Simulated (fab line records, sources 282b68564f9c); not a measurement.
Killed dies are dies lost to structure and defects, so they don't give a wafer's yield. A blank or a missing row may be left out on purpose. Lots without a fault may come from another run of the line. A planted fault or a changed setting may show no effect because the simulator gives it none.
One fault seen from 2 desks | flow rit_cmos | each desk has only its own numbers; what lay behind them comes last

THE METROLOGY DESK
What the gauges read, lot by lot, whatever tool the lot ran on: means of the sampled wafers that have a number. A lot is out of limits, marked OUT, if its mean lies more than 4 standard deviations from the usual mean; the brackets give that distance.
Columns: A = cd_nm at RIT_GATE_CD_MEAS_16, usual 148.7 nm; B = NLDD_RS at RIT_SDANNEAL_RS_MEAS_07, usual 149.1 ohm/sq; C = cd_nm at RIT_M1_CD_MEAS_90, usual 2599.9 nm
lot  | first seen here | A     | B     | C
L710 | day 3 06:22     | 143.2 | 148.3 | 2601.7
L711 | day 3 06:40     | 148.3 | 149.8 | 2598.0
L712 | day 3 10:40     | 151.7 | 148.4 | 2599.1
L713 | day 3 14:55     | 149.2 | 149.8 | 2601.7
L714 | day 4 02:31     | 152.8 | 149.0 | 2600.8
L717 | day 4 15:11     | 150.1 | 149.0 | 2598.9
L718 | day 4 15:27     | 148.5 | 149.6 | 2600.7
L719 | day 4 22:52     | 145.3 | 148.4 | 2598.6
L720 | day 5 01:40     | 144.4 | 150.3 | 2602.4
L721 | day 5 08:49     | 149.3 | 149.0 | 2601.1
L723 | day 5 15:04     | 145.8 | 148.0 | 2601.9
L724 | day 5 20:04     | 148.8 | 148.0 | 2602.1
L725 | day 6 03:34     | 146.7 | 149.7 | 2594.6
L727 | day 6 12:02     | 148.9 | 149.5 | 2599.7
L730 | day 7 04:08     | 151.8 | 149.2 | 2599.2
This desk's finding: nothing out of limits on any of the 15 lots.

THE TOOL OWNER'S DESK: rie_si-01
The tool's own readings at RIT_GATE_ETCH_19 (etches poly-Si in SF6/CHF3/O2, stops on SiO2, time 165 s, target depth 312.5 nm): means of the sampled wafers that have a number, for each lot that ran on this tool. A lot is out of limits, marked OUT, if its mean lies more than 4 standard deviations from the usual mean; the brackets give that distance.
Columns: A = SF6_flow_sccm at RIT_GATE_ETCH_19, usual 30.00 sccm; B = drypump_motor_current_A at RIT_GATE_ETCH_19, usual 5.9 A; C = oes_product_au at RIT_GATE_ETCH_19, usual 0.845 a.u.; D = throttle_valve_pct at RIT_GATE_ETCH_19, usual 10.37 %
lot  | first seen here | A     | B   | C     | D
L711 | day 3 06:57     | 29.99 | 5.6 | 0.837 | 10.47
L713 | day 3 15:11     | 30.05 | 5.9 | 0.852 | 10.42
L717 | day 4 15:29     | 29.90 | 5.9 | 0.862 | 10.38
L719 | day 4 23:10     | 30.06 | 5.9 | 0.845 | 10.41
L721 | day 5 09:05     | 30.02 | 5.7 | 0.840 | 10.39
L723 | day 5 15:21     | 29.99 | 5.6 | 0.839 | 10.49
L725 | day 6 03:52     | 29.96 | 5.6 | 0.845 | 10.48
L727 | day 6 12:20     | 30.08 | 5.9 | 0.849 | 10.43
This desk's finding: nothing out of limits on any of the 8 lots.

PUT TOGETHER
The metrology desk saw nothing out of limits.
The tool owner's desk saw nothing out of limits.

WHAT THE SIMULATOR HAD PUT IN
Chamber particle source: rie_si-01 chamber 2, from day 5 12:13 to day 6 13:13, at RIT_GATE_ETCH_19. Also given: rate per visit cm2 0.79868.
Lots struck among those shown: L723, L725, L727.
